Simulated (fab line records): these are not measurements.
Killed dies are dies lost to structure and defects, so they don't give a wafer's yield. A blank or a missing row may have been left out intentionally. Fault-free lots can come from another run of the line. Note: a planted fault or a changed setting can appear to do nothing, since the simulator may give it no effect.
What tool caused it? || flow rit cmos || Sampling: 15 lots, 45 wafers, 3 of 202 route steps

## WHAT THE GAUGES SHOWED, per wafer
RIT_NSD_OVL_MEAS_06. Usual: NSD_OVL gives -1.5 nm (standard deviation 2).
{"lot": "L999", "measured": "day 3 00:16", "on": "overlay-02", "NSD_OVL (nm)": "0.1 0.9 0.8", "flag": ""}
{"lot": "L100", "measured": "day 3 03:18", "on": "overlay-02", "NSD_OVL (nm)": "-1.7 -2.1 -2.7", "flag": ""}
{"lot": "L102", "measured": "day 3 14:31", "on": "overlay-01", "NSD_OVL (nm)": "0.2 0.3 0.0", "flag": ""}
{"lot": "L103", "measured": "day 3 20:58", "on": "overlay-01", "NSD_OVL (nm)": "-5.5 -5.3 -5.8", "flag": ""}
{"lot": "L106", "measured": "day 4 10:26", "on": "overlay-01", "NSD_OVL (nm)": "-0.2 -0.2 -1.0", "flag": ""}
{"lot": "L107", "measured": "day 4 14:35", "on": "overlay-01", "NSD_OVL (nm)": "-3.0 -3.0 -2.3", "flag": ""}
{"lot": "L109", "measured": "day 5 00:47", "on": "overlay-02", "NSD_OVL (nm)": "0.2 0.5 1.3", "flag": ""}
{"lot": "L113", "measured": "day 5 21:29", "on": "overlay-01", "NSD_OVL (nm)": "- - -", "flag": "OFF"}
{"lot": "L114", "measured": "day 6 01:31", "on": "overlay-02", "NSD_OVL (nm)": "- - -", "flag": "OFF"}
{"lot": "L115", "measured": "day 6 06:44", "on": "overlay-02", "NSD_OVL (nm)": "- - -", "flag": "OFF"}
{"lot": "L118", "measured": "day 6 22:13", "on": "overlay-02", "NSD_OVL (nm)": "-2.3 -1.7 -1.1", "flag": ""}
{"lot": "L119", "measured": "day 7 05:13", "on": "overlay-02", "NSD_OVL (nm)": "0.1 -0.8 -1.5", "flag": ""}
{"lot": "L120", "measured": "day 7 09:44", "on": "overlay-01", "NSD_OVL (nm)": "-4.6 -3.0 -5.1", "flag": ""}
{"lot": "L121", "measured": "day 7 14:58", "on": "overlay-02", "NSD_OVL (nm)": "-0.7 0.8 -0.7", "flag": ""}
{"lot": "L122", "measured": "day 7 23:26", "on": "overlay-01", "NSD_OVL (nm)": "-3.8 -4.9 -3.7", "flag": ""}

RIT_PSD_TW_MEAS_10. Usual: PSD_TW gives 3402 (standard deviation 20).
{"lot": "L999", "measured": "day 3 02:19", "on": "film metro-04", "PSD_TW": "3413 3392 3410", "flag": ""}
{"lot": "L100", "measured": "day 3 05:14", "on": "film metro-03", "PSD_TW": "3381 3394 3383", "flag": ""}
{"lot": "L102", "measured": "day 3 16:34", "on": "film metro-04", "PSD_TW": "3427 3410 3406", "flag": ""}
{"lot": "L103", "measured": "day 3 23:03", "on": "film metro-03", "PSD_TW": "3403 3414 3420", "flag": ""}
{"lot": "L106", "measured": "day 4 12:30", "on": "film metro-03", "PSD_TW": "3428 3449 3431", "flag": ""}
{"lot": "L107", "measured": "day 4 16:31", "on": "film metro-03", "PSD_TW": "3428 3419 3413", "flag": ""}
{"lot": "L109", "measured": "day 5 02:43", "on": "film metro-04", "PSD_TW": "3400 3407 3377", "flag": ""}
{"lot": "L113", "measured": "day 5 23:25", "on": "film metro-04", "PSD_TW": "3588 3607 3590", "flag": "OFF"}
{"lot": "L114", "measured": "day 6 03:34", "on": "film metro-04", "PSD_TW": "3561 3599 3590", "flag": "OFF"}
{"lot": "L115", "measured": "day 6 08:41", "on": "film metro-04", "PSD_TW": "3567 3576 3583", "flag": "OFF"}
{"lot": "L118", "measured": "day 7 00:09", "on": "film metro-04", "PSD_TW": "3373 3379 3393", "flag": ""}
{"lot": "L119", "measured": "day 7 07:21", "on": "film metro-04", "PSD_TW": "3395 3422 3392", "flag": ""}
{"lot": "L120", "measured": "day 7 11:52", "on": "film metro-04", "PSD_TW": "3402 3373 3391", "flag": ""}
{"lot": "L121", "measured": "day 7 16:54", "on": "film metro-03", "PSD_TW": "3432 3442 3441", "flag": ""}
{"lot": "L122", "measured": "day 8 01:29", "on": "film metro-04", "PSD_TW": "3410 3391 3416", "flag": ""}

## TOOL THAT RAN EACH LOT (tool first, then ch and the chambers of the sampled wafers, then the start)
{"lot": "L999", "RIT_NSD_COAT_01": "litho track-03 ch 0, day 2 23:26"}
{"lot": "L100", "RIT_NSD_COAT_01": "litho track-01 ch 0, day 3 02:30"}
{"lot": "L102", "RIT_NSD_COAT_01": "litho track-03 ch 0, day 3 13:41"}
{"lot": "L103", "RIT_NSD_COAT_01": "litho track-02 ch 0, day 3 20:08"}
{"lot": "L106", "RIT_NSD_COAT_01": "litho track-02 ch 0, day 4 09:44"}
{"lot": "L107", "RIT_NSD_COAT_01": "litho track-03 ch 0, day 4 13:46"}
{"lot": "L109", "RIT_NSD_COAT_01": "litho track-02 ch 0, day 4 23:58"}
{"lot": "L113", "RIT_NSD_COAT_01": "litho track-01, day 5 20:49"}
{"lot": "L114", "RIT_NSD_COAT_01": "litho track-03, day 6 00:38"}
{"lot": "L115", "RIT_NSD_COAT_01": "litho track-01, day 6 06:02"}
{"lot": "L118", "RIT_NSD_COAT_01": "litho track-01 ch 0, day 6 21:28"}
{"lot": "L119", "RIT_NSD_COAT_01": "litho track-03 ch 0, day 7 04:31"}
{"lot": "L120", "RIT_NSD_COAT_01": "litho track-03 ch 0, day 7 09:03"}
{"lot": "L121", "RIT_NSD_COAT_01": "litho track-02 ch 0, day 7 14:09"}
{"lot": "L122", "RIT_NSD_COAT_01": "litho track-01 ch 0, day 7 22:38"}
- RIT_NSD_COAT_01: resist thk 1000 nm.

## WHAT THE TOOLS THEMSELVES READ (means of the sampled wafers that have a number; where no wafer has one, the mark that the record gives instead)
RIT_NSD_COAT_01. Usual: chill plate temp C 23.00 C, standard deviation 0.11; dispense pressure kPa 50.6 kPa, standard deviation 1.5.
{"lot": "L999", "tool": "litho track-03", "chill plate temp C (C)": 23.06, "dispense pressure kPa (kPa)": 48.7, "flag": ""}
{"lot": "L100", "tool": "litho track-01", "chill plate temp C (C)": 23.07, "dispense pressure kPa (kPa)": 51.0, "flag": ""}
{"lot": "L102", "tool": "litho track-03", "chill plate temp C (C)": 23.06, "dispense pressure kPa (kPa)": 48.7, "flag": ""}
{"lot": "L103", "tool": "litho track-02", "chill plate temp C (C)": 22.90, "dispense pressure kPa (kPa)": 52.7, "flag": ""}
{"lot": "L106", "tool": "litho track-02", "chill plate temp C (C)": 22.93, "dispense pressure kPa (kPa)": 52.7, "flag": ""}
{"lot": "L107", "tool": "litho track-03", "chill plate temp C (C)": 23.09, "dispense pressure kPa (kPa)": 48.7, "flag": ""}
{"lot": "L109", "tool": "litho track-02", "chill plate temp C (C)": 23.04, "dispense pressure kPa (kPa)": 52.7, "flag": ""}
{"lot": "L113", "tool": "litho track-01", "chill plate temp C (C)": "-", "dispense pressure kPa (kPa)": "-", "flag": "OFF"}
{"lot": "L114", "tool": "litho track-03", "chill plate temp C (C)": "-", "dispense pressure kPa (kPa)": "-", "flag": "OFF"}
{"lot": "L115", "tool": "litho track-01", "chill plate temp C (C)": "-", "dispense pressure kPa (kPa)": "-", "flag": "OFF"}
{"lot": "L118", "tool": "litho track-01", "chill plate temp C (C)": 23.01, "dispense pressure kPa (kPa)": 51.0, "flag": ""}
{"lot": "L119", "tool": "litho track-03", "chill plate temp C (C)": 22.99, "dispense pressure kPa (kPa)": 48.6, "flag": ""}
{"lot": "L120", "tool": "litho track-03", "chill plate temp C (C)": 23.11, "dispense pressure kPa (kPa)": 48.7, "flag": ""}
{"lot": "L121", "tool": "litho track-02", "chill plate temp C (C)": 22.98, "dispense pressure kPa (kPa)": 52.7, "flag": ""}
{"lot": "L122", "tool": "litho track-01", "chill plate temp C (C)": 23.21, "dispense pressure kPa (kPa)": 51.0, "flag": ""}

## THE ANSWER, worked out from the rows above alone
Rule: take the mean of a lot's wafers that have a number; if it is more than 3 standard deviations from the usual mean, the lot is off. A lot without any number at a reading at which 4 lots or more have one is off too. Any other lot the step has rows for is counted as sound. The gauges are gone through in route order, then the tools' own readings, and for those a lot's mean is taken as printed above. At the first step where some lot is off, the reading lying furthest off is the one used; lots without a number count as furthest.
Off: L113, L114, L115, seen at RIT_NSD_OVL_MEAS_06 (NSD_OVL). Without a number there: L113, L114, L115.
If a tool, at a process step before that reading, ran all the lots that are off and no sound lot after the first of them, it fits. Not tried: the gauges at RIT_NSD_OVL_MEAS_06; whatever is off there is also off at RIT_PSD_TW_MEAS_10, on other tools, and gauge error can't account for it. None of those tried fits.

## WHAT THE SIMULATOR HAD INSERTED
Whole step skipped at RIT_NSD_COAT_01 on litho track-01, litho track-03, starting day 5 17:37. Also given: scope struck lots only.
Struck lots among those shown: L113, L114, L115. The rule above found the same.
